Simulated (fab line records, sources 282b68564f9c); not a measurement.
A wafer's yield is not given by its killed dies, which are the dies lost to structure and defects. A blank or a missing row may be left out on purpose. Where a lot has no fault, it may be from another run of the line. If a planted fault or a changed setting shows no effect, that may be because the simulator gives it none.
fab line records	flow rit-cmos
record lots=14	wafers=42	last-day=7
route steps=202 shown ACTIVE@12 FOX2@27 REOX@101 M1@202
lots that met no fault: taken from a fault-free run of the same line
start-h: the number of hours between the record's first day and the start of the first shown wafer of the lot	wait-h: hours elapsed since this lot's preceding step	" same as the row above	L1.1+2: several wafers, shown together as one row	- no value, or no start was given	* or withheld: withheld	< > ~ a bound
route shown NAME@n: NAME is a module with steps in the file, n the number in the route of the first one	usual: mean and standard deviation over wafers with no fault	same: alike in all rows	chamber/n: place in a boat	sites: per-site readings	_std_site: their standard deviation	_edge_site: inner sites' mean taken away from outer sites' mean	radius-mm: how far each site lies from the wafer's centre	mask NAME#n: copy n	behind: the last tool/chamber to shape the wafer	hold: the reason the lot was held/the length of the hold in hours/how it ended	device: whichever transistor did not switch (one of n, p or np)	end of line: the route-end tests of the same wafers	a step without rows: its recipe alone	killed: not the wafer's yield, but the dies lost to structure and defects at the first sort	map: per-die view of a wafer (x killed, . not killed, _ where there is no die)
set.NAME: the setting as run; set.NAME@STEP: as run at that earlier step	model.NAME: the simulator's own value behind a step, which no gauge read
a sample of lots followed through the steps of the route, with each step as a table and each wafer as a row
services: when a tool's chamber went out of use (start-h, in hours from the record's first day, below 0 if earlier), for how many hours, and the reason
## steps
# step RIT_ACTIVE_CD_MEAS_11
# recipe target-cd-nm=1400
# usual cd-nm=1400.4/2.4
lot.wafer	tool	chamber	start-h	wait-h	cd-nm
L450.2	cd-sem-02	-	14.71	-	1399.2
L450.3	"	-	"	"	1401.8
L450.4	"	-	"	"	1401.4
L451.2	cd-sem-02	-	19.46	-	1403.8
L451.3	"	-	"	"	1402.8
L451.6	"	-	"	"	1403.2
L452.1	cd-sem-01	-	24.44	-	1400.5
L452.2	"	-	"	"	1401.2
L452.6	"	-	"	"	1400.6
L453.2	cd-sem-01	-	29.66	-	1398.2
L453.3	"	-	"	"	1397.7
L453.5	"	-	"	"	1397.9
L455.1	cd-sem-02	-	39.44	-	1402.0
L455.3	"	-	"	"	1401.7
L455.6	"	-	"	"	1401.7
L456.1	cd-sem-01	-	44.56	-	1399.4
L456.3	"	-	"	"	1400.4
L456.4	"	-	"	"	1400.9
L457.1	cd-sem-01	-	49.56	-	1399.0
L457.4	"	-	"	"	1398.7
L457.6	"	-	"	"	1399.4
L458.2	cd-sem-02	-	54.47	-	1401.5
L458.4	"	-	"	"	1404.0
L458.6	"	-	"	"	1400.5
L460.1	cd-sem-01	-	64.44	-	1395.7
L460.2	"	-	"	"	1397.0
L460.3	"	-	"	"	1397.8
L462.2	cd-sem-01	-	74.58	-	1404.4
L462.3	"	-	"	"	1403.1
L462.4	"	-	"	"	1403.7
L468.1	cd-sem-02	-	106.87	-	1401.2
L468.3	"	-	"	"	1403.9
L468.5	"	-	"	"	1402.1
L469.1	cd-sem-01	-	110.53	-	1400.3
L469.2	"	-	"	"	1396.6
L469.4	"	-	"	"	1395.7
L470.2	cd-sem-01	-	115.43	-	1398.5
L470.3	"	-	"	"	1400.0
L470.5	"	-	"	"	1398.4
L472.1	cd-sem-01	-	125.46	-	1398.6
L472.4	"	-	"	"	1400.1
L472.6	"	-	"	"	1401.2
# step RIT_FOX2_THK_MEAS_90
# recipe reads=SiO2_of_FOX2_OXIDATION_00
# usual FIELD_OXIDE_LEFT_1_THK=321/6
lot.wafer	tool	chamber	start-h	wait-h	FIELD_OXIDE_LEFT_1_THK[nm]
L450.2	film-metro-03	-	20.32	0.0	324
L450.3	"	-	"	"	332
L450.4	"	-	"	"	326
L451.2	film-metro-03	-	24.29	0.0	313
L451.3	"	-	"	"	317
L451.6	"	-	"	"	315
L452.1	film-metro-03	-	30.20	0.0	330
L452.2	"	-	"	"	330
L452.6	"	-	"	"	326
L453.2	film-metro-01	-	34.99	0.0	323
L453.3	"	-	"	"	326
L453.5	"	-	"	"	329
L455.1	film-metro-01	-	44.34	0.0	323
L455.3	"	-	"	"	323
L455.6	"	-	"	"	322
L456.1	film-metro-02	-	50.55	0.0	318
L456.3	"	-	"	"	315
L456.4	"	-	"	"	319
L457.1	film-metro-01	-	54.33	0.0	309
L457.4	"	-	"	"	311
L457.6	"	-	"	"	306
L458.2	film-metro-03	-	60.44	0.0	323
L458.4	"	-	"	"	328
L458.6	"	-	"	"	320
L460.1	film-metro-02	-	69.78	0.0	314
L460.2	"	-	"	"	309
L460.3	"	-	"	"	310
L462.2	film-metro-01	-	79.40	0.0	323
L462.3	"	-	"	"	323
L462.4	"	-	"	"	318
L468.1	film-metro-01	-	115.10	0.0	317
L468.3	"	-	"	"	315
L468.5	"	-	"	"	320
L469.1	film-metro-02	-	118.28	0.0	321
L469.2	"	-	"	"	320
L469.4	"	-	"	"	323
L470.2	film-metro-03	-	121.10	0.0	334
L470.3	"	-	"	"	323
L470.5	"	-	"	"	320
L472.1	film-metro-03	-	134.53	0.0	319
L472.4	"	-	"	"	323
L472.6	"	-	"	"	315
# step RIT_FOX2_THK_MEAS_91
# recipe reads=SiO2_of_FOX2_OXIDATION_00
# usual FIELD_OXIDE_LEFT_2_THK=253/5.8
lot.wafer	tool	chamber	start-h	wait-h	FIELD_OXIDE_LEFT_2_THK[nm]
L450.2	film-metro-01	-	32.68	0.0	256
L450.3	"	-	"	"	264
L450.4	"	-	"	"	258
L451.2	film-metro-01	-	37.32	0.0	244
L451.3	"	-	"	"	249
L451.6	"	-	"	"	246
L452.1	film-metro-03	-	42.56	0.0	263
L452.2	"	-	"	"	263
L452.6	"	-	"	"	259
L453.2	film-metro-01	-	47.71	0.0	254
L453.3	"	-	"	"	257
L453.5	"	-	"	"	260
L455.1	film-metro-01	-	56.90	0.0	255
L455.3	"	-	"	"	254
L455.6	"	-	"	"	252
L456.1	film-metro-03	-	63.27	0.0	250
L456.3	"	-	"	"	247
L456.4	"	-	"	"	250
L457.1	film-metro-03	-	67.22	0.0	243
L457.4	"	-	"	"	244
L457.6	"	-	"	"	239
L458.2	film-metro-03	-	73.44	0.0	256
L458.4	"	-	"	"	260
L458.6	"	-	"	"	252
L460.1	film-metro-02	-	82.61	0.0	245
L460.2	"	-	"	"	241
L460.3	"	-	"	"	242
L462.2	film-metro-03	-	92.04	0.0	255
L462.3	"	-	"	"	256
L462.4	"	-	"	"	250
L468.1	film-metro-03	-	127.63	0.0	250
L468.3	"	-	"	"	247
L468.5	"	-	"	"	253
L469.1	film-metro-03	-	130.66	0.0	252
L469.2	"	-	"	"	251
L469.4	"	-	"	"	255
L470.2	film-metro-01	-	134.31	0.0	265
L470.3	"	-	"	"	255
L470.5	"	-	"	"	252
L472.1	film-metro-02	-	149.37	0.0	251
L472.4	"	-	"	"	255
L472.6	"	-	"	"	246
# step RIT_REOX_OXIDATION_03
# recipe temp-c=900	ambient=O2	target-thk-a=252	ox-time-s=5580
# usual spike-tc-centre-C=903.2/1.1	spike-tc-load-C=922.9/1.4	spike-tc-source-C=924.7/1.8	tube-center-temp-C=900/0.084	tube_center_temp_C_max=902.3/0.38
lot.wafer	tool	chamber	start-h	wait-h	spike-tc-centre-C	spike-tc-load-C	spike-tc-source-C	tube-center-temp-C	tube_center_temp_C_max
L450.2	furnace-03	0	38.57	0.2	903.6	921.5	924.8	900	902.1
L450.3	"	0	"	"	902.2	922.7	922.5	900.07	902.1
L450.4	"	0	"	"	904.3	922.4	921.9	900.04	902.5
L451.2	furnace-03	0	43.44	0.0	903.4	925.2	924.6	900	902.4
L451.3	"	0	"	"	903.7	921.6	921.6	900.11	902.8
L451.6	"	0	"	"	901.8	922.9	922.1	899.84	902.1
L452.1	furnace-03	0	48.91	0.9	903.5	924.2	923.0	899.96	902.3
L452.2	"	0	"	"	901.3	922.4	924.6	899.92	902.1
L452.6	"	0	"	"	902.3	922.5	924.8	899.87	902.7
L453.2	furnace-02	0	53.25	0.0	901.4	919.1	927.8	899.92	901.6
L453.3	"	0	"	"	901.6	921.9	927.1	900.07	901.8
L453.5	"	0	"	"	903.7	920.6	928.2	899.91	901.9
L455.1	furnace-04	0	63.95	0.0	901.2	922.6	925.3	899.91	901.6
L455.3	"	0	"	"	902.4	924.0	924.6	899.98	901.6
L455.6	"	0	"	"	904.2	921.6	926.7	899.99	902.0
L456.1	furnace-02	0	68.47	0.0	902.8	920.5	926.8	900.17	902.5
L456.3	"	0	"	"	900.1	921.7	926.7	899.95	902.4
L456.4	"	0	"	"	902.3	921.1	928.2	899.96	902.2
L457.1	furnace-02	0	72.40	0.0	902.6	920.6	929.0	900.06	902.6
L457.4	"	0	"	"	902.7	919.2	926.8	900	902.0
L457.6	"	0	"	"	900.6	920.5	928.7	900.06	902.1
L458.2	furnace-04	0	79.15	0.0	904.0	922.8	925.7	900.05	902.6
L458.4	"	0	"	"	904.3	923.3	926.0	899.94	902.3
L458.6	"	0	"	"	904.7	923.0	927.0	900.03	902.4
L460.1	furnace-03	0	88.64	1.0	902.6	923.5	924.4	899.96	901.9
L460.2	"	0	"	"	905.5	921.8	923.2	899.93	902.2
L460.3	"	0	"	"	902.3	923.2	923.0	900.03	902.7
L462.2	furnace-03	0	100.61	1.6	904.5	922.9	924.6	899.96	902.6
L462.3	"	0	"	"	905.0	923.4	923.7	900.02	902.3
L462.4	"	0	"	"	903.6	921.1	923.9	899.95	902.7
L468.1	furnace-03	0	138.62	0.8	922.6	944.4	944.0	919.99	922.0
L468.3	"	0	"	"	924.8	941.8	943.4	920.04	922.6
L468.5	"	0	"	"	924.2	942.4	941.9	920.05	922.2
L469.1	furnace-03	0	138.62	1.1	923.8	941.7	943.2	920.07	922.6
L469.2	"	0	"	"	923.7	945.7	943.0	919.85	923.3
L469.4	"	0	"	"	923.0	943.1	944.2	920.05	922.3
L470.2	furnace-04	0	144.03	3.0	902.3	921.5	925.2	900.1	902.3
L470.3	"	0	"	"	902.7	923.4	924.4	899.88	901.9
L470.5	"	0	"	"	903.7	924.5	927.3	899.98	901.5
L472.1	furnace-04	0	155.79	0.4	903.2	922.2	924.0	899.96	901.6
L472.4	"	0	"	"	901.9	922.4	926.6	900	902.2
L472.6	"	0	"	"	903.4	924.0	925.2	899.97	902.2
# step RIT_REOX_THK_MEAS_04
# recipe reads=SiO2_of_REOX_OXIDATION_03
# usual REOX_OXIDE_THK=24.9/0.51
lot.wafer	tool	chamber	start-h	wait-h	REOX_OXIDE_THK[nm]
L450.2	film-metro-03	-	41.13	0.0	25.3
L450.3	"	-	"	"	25.1
L450.4	"	-	"	"	24.9
L451.2	film-metro-01	-	46.00	0.0	26.1
L451.3	"	-	"	"	26.3
L451.6	"	-	"	"	25.7
L452.1	film-metro-01	-	51.46	0.0	24.5
L452.2	"	-	"	"	24.5
L452.6	"	-	"	"	24.1
L453.2	film-metro-01	-	55.81	0.0	25.1
L453.3	"	-	"	"	25.0
L453.5	"	-	"	"	25.2
L455.1	film-metro-04	-	66.50	0.0	24.9
L455.3	"	-	"	"	24.6
L455.6	"	-	"	"	24.9
L456.1	film-metro-03	-	71.02	0.0	24.7
L456.3	"	-	"	"	24.8
L456.4	"	-	"	"	24.6
L457.1	film-metro-04	-	74.95	0.0	25.1
L457.4	"	-	"	"	24.5
L457.6	"	-	"	"	25.0
L458.2	film-metro-01	-	81.71	0.0	24.6
L458.4	"	-	"	"	24.8
L458.6	"	-	"	"	24.9
L460.1	film-metro-03	-	91.19	0.0	24.9
L460.2	"	-	"	"	25.2
L460.3	"	-	"	"	25.0
L462.2	film-metro-03	-	103.17	0.0	25.2
L462.3	"	-	"	"	25.3
L462.4	"	-	"	"	25.3
L468.1	film-metro-04	-	141.17	0.0	30.8
L468.3	"	-	"	"	31.3
L468.5	"	-	"	"	31.0
L469.1	film-metro-01	-	141.17	0.0	30.1
L469.2	"	-	"	"	30.3
L469.4	"	-	"	"	30.1
L470.2	film-metro-04	-	146.59	0.0	25.9
L470.3	"	-	"	"	26.2
L470.5	"	-	"	"	25.7
L472.1	film-metro-03	-	158.34	0.0	25.1
L472.4	"	-	"	"	24.4
L472.6	"	-	"	"	24.9
# step RIT_M1_PROBE_99
# usual killed-at-contacts=0.0/0.25	killed-at-front-end=6.6/2.7	killed-dies=6.7/2.7	killed-open=3.3/1.9	killed-short=3.4/1.9
# same gross-dies=264	killed_at_M0_to_M3=0	killed_at_M4_up=0	killed-at-back-side=0	killed-at-other=0
lot.wafer	tool	chamber	start-h	wait-h	killed-at-contacts	killed-at-front-end	killed-dies	killed-open	killed-short
L456.1	prober-01	-	88.67	0.1	0	4	4	3	1
L456.3	prober-01	-	88.77	0.2	0	5	5	3	2
L456.4	prober-01	-	88.82	0.2	0	6	6	2	4
L457.6	prober-02	-	92.77	0.2	0	5	5	1	3
L458.2	prober-01	-	99.70	0.1	0	8	8	5	3
L458.4	prober-01	-	99.80	0.2	1	10	11	5	6
L458.6	prober-01	-	99.90	0.2	0	7	7	4	3
L460.1	prober-01	-	110.84	0.1	0	5	5	2	3
L460.2	prober-01	-	110.89	0.1	0	2	2	1	1
L460.3	prober-01	-	110.94	0.2	0	11	11	7	4
L462.2	prober-01	-	119.74	0.1	0	7	7	3	4
L462.3	prober-01	-	119.79	0.2	0	12	12	5	7
L462.4	prober-01	-	119.84	0.2	0	9	9	3	6
# killed by level:class
L456.1 FOX2:geometric-particle:open=1 GATE:geometric-particle:open=1 SPACER:geometric-particle:open=1 SPACER:geometric-particle:short=1
L456.3 SPACER:geometric-particle:open=2 GATE:geometric-particle:short=1 GATE:geometric-particle:open=1 SILICIDE:geometric-particle:short=1
L456.4 GATE:geometric-particle:short=2 GATE:geometric-particle:open=1 REOX:geometric-particle:short=1 SPACER:geometric-particle:open=1 SPACER:geometric-particle:short=1
L457.6 GATE:geometric-particle:open=1 GATE:geometric-particle:short=1 SPACER:geometric-particle:short=1 SILICIDE:geometric-particle:short=1 PSD:coat-microbubble-printed=1
L458.2 FOX1:geometric-particle:open=3 REOX:geometric-particle:open=2 FOX1:geometric-particle:short=1 FOX2:geometric-particle:short=1 GATE:geometric-particle:short=1
L458.4 REOX:geometric-particle:short=3 FOX1:geometric-particle:open=2 GATE:geometric-particle:open=2 GATE:geometric-particle:short=2 SILICIDE:geometric-particle:open=1 CONTACT:geometric-particle:short=1
L458.6 GATE:geometric-particle:open=2 FOX1:geometric-particle:open=1 FOX2:geometric-particle:short=1 GATE:geometric-particle:short=1 REOX:geometric-particle:short=1 SILICIDE:geometric-particle:open=1
L460.1 GATE:geometric-particle:short=2 FOX1:geometric-particle:short=1 FOX1:geometric-particle:open=1 GATE:geometric-particle:open=1
L460.2 FOX1:geometric-particle:open=1 GATE:geometric-particle:short=1
L460.3 GATE:geometric-particle:short=3 GATE:geometric-particle:open=3 SILICIDE:geometric-particle:open=2 FOX1:geometric-particle:open=1 SPACER:geometric-particle:open=1 SILICIDE:geometric-particle:short=1
L462.2 FOX1:geometric-particle:open=2 GATE:geometric-particle:short=2 SPACER:geometric-particle:short=2 SPACER:geometric-particle:open=1
L462.3 GATE:geometric-particle:short=3 FOX2:geometric-particle:short=2 SPACER:geometric-particle:open=2 SPACER:geometric-particle:short=2 FOX2:geometric-particle:open=1 GATE:geometric-particle:open=1 REOX:geometric-particle:open=1
L462.4 GATE:geometric-particle:short=4 FOX1:geometric-particle:short=1 GATE:geometric-particle:open=1 SPACER:geometric-particle:open=1 SPACER:geometric-particle:short=1 SILICIDE:geometric-particle:open=1
## services
tool	chamber	start-h	hours	kind
furnace-04	-	27.05	2.7	pm
furnace-03	-	51.46	3.2	pm
furnace-02	-	83.08	75.5	pm
furnace-04	-	130.90	11.8	repair
furnace-03	-	143.98	3.0	pm
## key
first-sign step=RIT_REOX_OXIDATION_03	reading=tube-center-temp-C	direction=up	sigmas=99+	usual=*	struck=*
effect step=RIT_REOX_OXIDATION_03	reading=tube_center_temp_C_max	direction=up	sigmas=53	usual=*	struck=*
effect step=RIT_REOX_THK_MEAS_04	reading=REOX_OXIDE_THK	direction=up	sigmas=11	usual=24.9	struck=30.6
met-at RIT_REOX_OXIDATION_03
struck-lots L468,L469
tester-left-out L468,L469
not-acting-at RIT_ACTIVE_CD_MEAS_11,RIT_FOX2_THK_MEAS_90,RIT_FOX2_THK_MEAS_91
onset-between 100.61 138.62
fault kind=process-parameter-drift	tool=furnace-03	chamber=-	onset-h=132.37	steps=RIT_REOX_OXIDATION_03	channel=temp-c	offset=*	shape=step	end-h=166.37	acts-in=*	stated=*
# tester-left-out: of these lots the tester's yield and bins aren't shown, on N5 and GAA mostly nor the transistor test; their killed dies are dies lost to structure and defects alone, not to doping, threshold or leakage, so they don't give the yield
